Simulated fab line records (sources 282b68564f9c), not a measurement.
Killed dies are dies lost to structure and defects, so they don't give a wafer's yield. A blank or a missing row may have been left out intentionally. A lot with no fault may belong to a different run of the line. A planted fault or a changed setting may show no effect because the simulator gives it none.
Which of the tools did it? :: flow ritCmos :: 13 lots, 39 wafers sampled, at 2 steps of a route of 202

## WHAT EACH GAUGE READ, for each wafer
The record lacks any reading of a measuring or inspecting step that a usual standard deviation could be used to judge.

## EACH LOT AND THE TOOL THAT RAN IT (in order: tool; ch and the chambers of the sampled wafers; start)
lot: L875
RIT_NWELL_IMPLANT_08: implanter-01 ch 0, day 2 03:24
RIT_M1_PROBE_99: prober-01, day 3 19:53

lot: L876
RIT_NWELL_IMPLANT_08: implanter-02 ch 0, day 2 09:45
RIT_M1_PROBE_99: prober-01, day 4 02:02

lot: L877
RIT_NWELL_IMPLANT_08: implanter-01 ch 0, day 2 10:01
RIT_M1_PROBE_99: prober-02, day 4 03:35

lot: L878
RIT_NWELL_IMPLANT_08: implanter-03 ch 0, day 2 14:41
RIT_M1_PROBE_99: prober-01, day 4 07:36

lot: L879
RIT_NWELL_IMPLANT_08: implanter-02 ch 0, day 2 18:13
RIT_M1_PROBE_99: prober-02, day 4 09:16

lot: L880
RIT_NWELL_IMPLANT_08: implanter-03 ch 0, day 2 23:26
RIT_M1_PROBE_99: prober-01, day 4 11:31

lot: L881
RIT_NWELL_IMPLANT_08: implanter-02 ch 0, day 3 04:12
RIT_M1_PROBE_99: prober-02, day 4 19:40

lot: L882
RIT_NWELL_IMPLANT_08: implanter-01 ch 0, day 3 10:33
RIT_M1_PROBE_99: prober-01, day 5 02:02

lot: L885
RIT_NWELL_IMPLANT_08: implanter-02 ch 0, day 4 01:17
RIT_M1_PROBE_99: prober-02, day 5 16:19

lot: L889
RIT_NWELL_IMPLANT_08: implanter-02 ch 0, day 4 20:22
RIT_M1_PROBE_99: prober-02, day 6 12:17

lot: L891
RIT_NWELL_IMPLANT_08: implanter-02 ch 0, day 5 08:34
RIT_M1_PROBE_99: prober-02, day 6 23:35

lot: L892
RIT_NWELL_IMPLANT_08: implanter-01 ch 0, day 5 11:42
RIT_M1_PROBE_99: prober-01, day 7 01:05

lot: L893
RIT_NWELL_IMPLANT_08: implanter-01 ch 0, day 5 16:16
RIT_M1_PROBE_99: prober-02, day 7 08:01
- RIT_NWELL_IMPLANT_08
- RIT_M1_PROBE_99

## AS READ BY THE TOOLS THEMSELVES (means over the sampled wafers that have a number; for cases with no such wafer, the mark the record gives instead)
RIT_NWELL_IMPLANT_08. Usual: 170.00 for beamEnergyKeV, sd 0.058.
lot: L875
tool: implanter-01
beamEnergyKeV: 169.98
flag: 

lot: L876
tool: implanter-02
beamEnergyKeV: 170.03
flag: 

lot: L877
tool: implanter-01
beamEnergyKeV: 170.05
flag: 

lot: L878
tool: implanter-03
beamEnergyKeV: 170.03
flag: 

lot: L879
tool: implanter-02
beamEnergyKeV: 170.02
flag: 

lot: L880
tool: implanter-03
beamEnergyKeV: 169.97
flag: 

lot: L881
tool: implanter-02
beamEnergyKeV: 169.96
flag: 

lot: L882
tool: implanter-01
beamEnergyKeV: 169.97
flag: 

lot: L885
tool: implanter-02
beamEnergyKeV: 170.00
flag: 

lot: L889
tool: implanter-02
beamEnergyKeV: 175.32
flag: OFF

lot: L891
tool: implanter-02
beamEnergyKeV: 175.29
flag: OFF

lot: L892
tool: implanter-01
beamEnergyKeV: 169.96
flag: 

lot: L893
tool: implanter-01
beamEnergyKeV: 169.94
flag: 

RIT_M1_PROBE_99. Usual: killed_at_M0_to_M3 0.0, standard deviation 0.083; killedAtContacts 0.1, standard deviation 0.27; killedAtFrontEnd 7, standard deviation 3.3; killedDies 7, standard deviation 3.3; killedOpen 3.5, standard deviation 2; killedShort 3.8, standard deviation 2.2.
lot: L875
tool: prober-01
killed_at_M0_to_M3: 0.0
killedAtContacts: 0.0
killedAtFrontEnd: 3
killedDies: 3
killedOpen: 1.3
killedShort: 2.0
flag: 

lot: L876
tool: prober-01
killed_at_M0_to_M3: 0.0
killedAtContacts: 0.0
killedAtFrontEnd: 8
killedDies: 8
killedOpen: 3.3
killedShort: 4.0
flag: 

lot: L877
tool: prober-02
killed_at_M0_to_M3: 0.0
killedAtContacts: 0.0
killedAtFrontEnd: 7
killedDies: 7
killedOpen: 2.7
killedShort: 4.0
flag: 

lot: L878
tool: prober-01
killed_at_M0_to_M3: 0.0
killedAtContacts: 0.3
killedAtFrontEnd: 7
killedDies: 7
killedOpen: 3.3
killedShort: 3.7
flag: 

lot: L879
tool: prober-02
killed_at_M0_to_M3: 0.0
killedAtContacts: 0.0
killedAtFrontEnd: 7
killedDies: 7
killedOpen: 4.7
killedShort: 2.3
flag: 

lot: L880
tool: prober-01
killed_at_M0_to_M3: 0.0
killedAtContacts: 0.0
killedAtFrontEnd: 5
killedDies: 5
killedOpen: 2.3
killedShort: 3.0
flag: 

lot: L881
tool: prober-02
killed_at_M0_to_M3: 0.0
killedAtContacts: 0.0
killedAtFrontEnd: 7
killedDies: 7
killedOpen: 3.0
killedShort: 4.3
flag: 

lot: L882
tool: prober-01
killed_at_M0_to_M3: 0.0
killedAtContacts: 0.0
killedAtFrontEnd: 5
killedDies: 5
killedOpen: 3.0
killedShort: 2.3
flag: 

lot: L885
tool: prober-02
killed_at_M0_to_M3: 0.3
killedAtContacts: 0.0
killedAtFrontEnd: 9
killedDies: 9
killedOpen: 4.7
killedShort: 4.7
flag: OFF

lot: L889
tool: prober-02
killed_at_M0_to_M3: 0.0
killedAtContacts: 0.0
killedAtFrontEnd: 7
killedDies: 7
killedOpen: 4.3
killedShort: 2.3
flag: 

lot: L891
tool: prober-02
killed_at_M0_to_M3: 0.0
killedAtContacts: 0.3
killedAtFrontEnd: 7
killedDies: 7
killedOpen: 3.7
killedShort: 3.7
flag: 

lot: L892
tool: prober-01
killed_at_M0_to_M3: 0.0
killedAtContacts: 0.0
killedAtFrontEnd: 7
killedDies: 7
killedOpen: 4.3
killedShort: 2.7
flag: 

lot: L893
tool: prober-02
killed_at_M0_to_M3: 0.0
killedAtContacts: 0.0
killedAtFrontEnd: 12
killedDies: 12
killedOpen: 4.3
killedShort: 7.3
flag: 

## THE ANSWER, worked out from the rows above alone
Rule: lot off if the mean of its wafers having a number is beyond 3 standard deviations from the usual mean. Also off: a lot with no number at a reading for which 4 or more lots have one. Where the step has rows for the other lots, those lots are counted as sound. The gauges are gone through in route order, then the tools' own readings, and for those a lot's mean is taken as printed above. The first step at which some lot is off is used, and at that step the reading that is off furthest; a lot without a number counts as furthest.
Off: L889, L891, at RIT_NWELL_IMPLANT_08 (beamEnergyKeV).
A tool fits if, at that step or a process step before it, it ran every lot that is off, and no sound lot after the first of them. One candidate fits, namely implanter-02 at RIT_NWELL_IMPLANT_08. A fault onset in the window from L885 (day 4 01:17, its last sound lot) to L889 (day 4 20:22, its first lot off) fits.
The tool's own readings at RIT_NWELL_IMPLANT_08 bear it out: on the lots that are off they differ by more than 5 times the standard deviation of the sound lots' means. beamEnergyKeV reads 175.31 there against 169.99 on the sound lots.

## WHAT THE SIMULATOR HAD PUT IN
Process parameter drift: implanter-02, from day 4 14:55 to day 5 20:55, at RIT_NWELL_IMPLANT_08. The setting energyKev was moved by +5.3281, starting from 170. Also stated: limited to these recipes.
Lots struck among those shown: L889, L891. The rule above found the same.
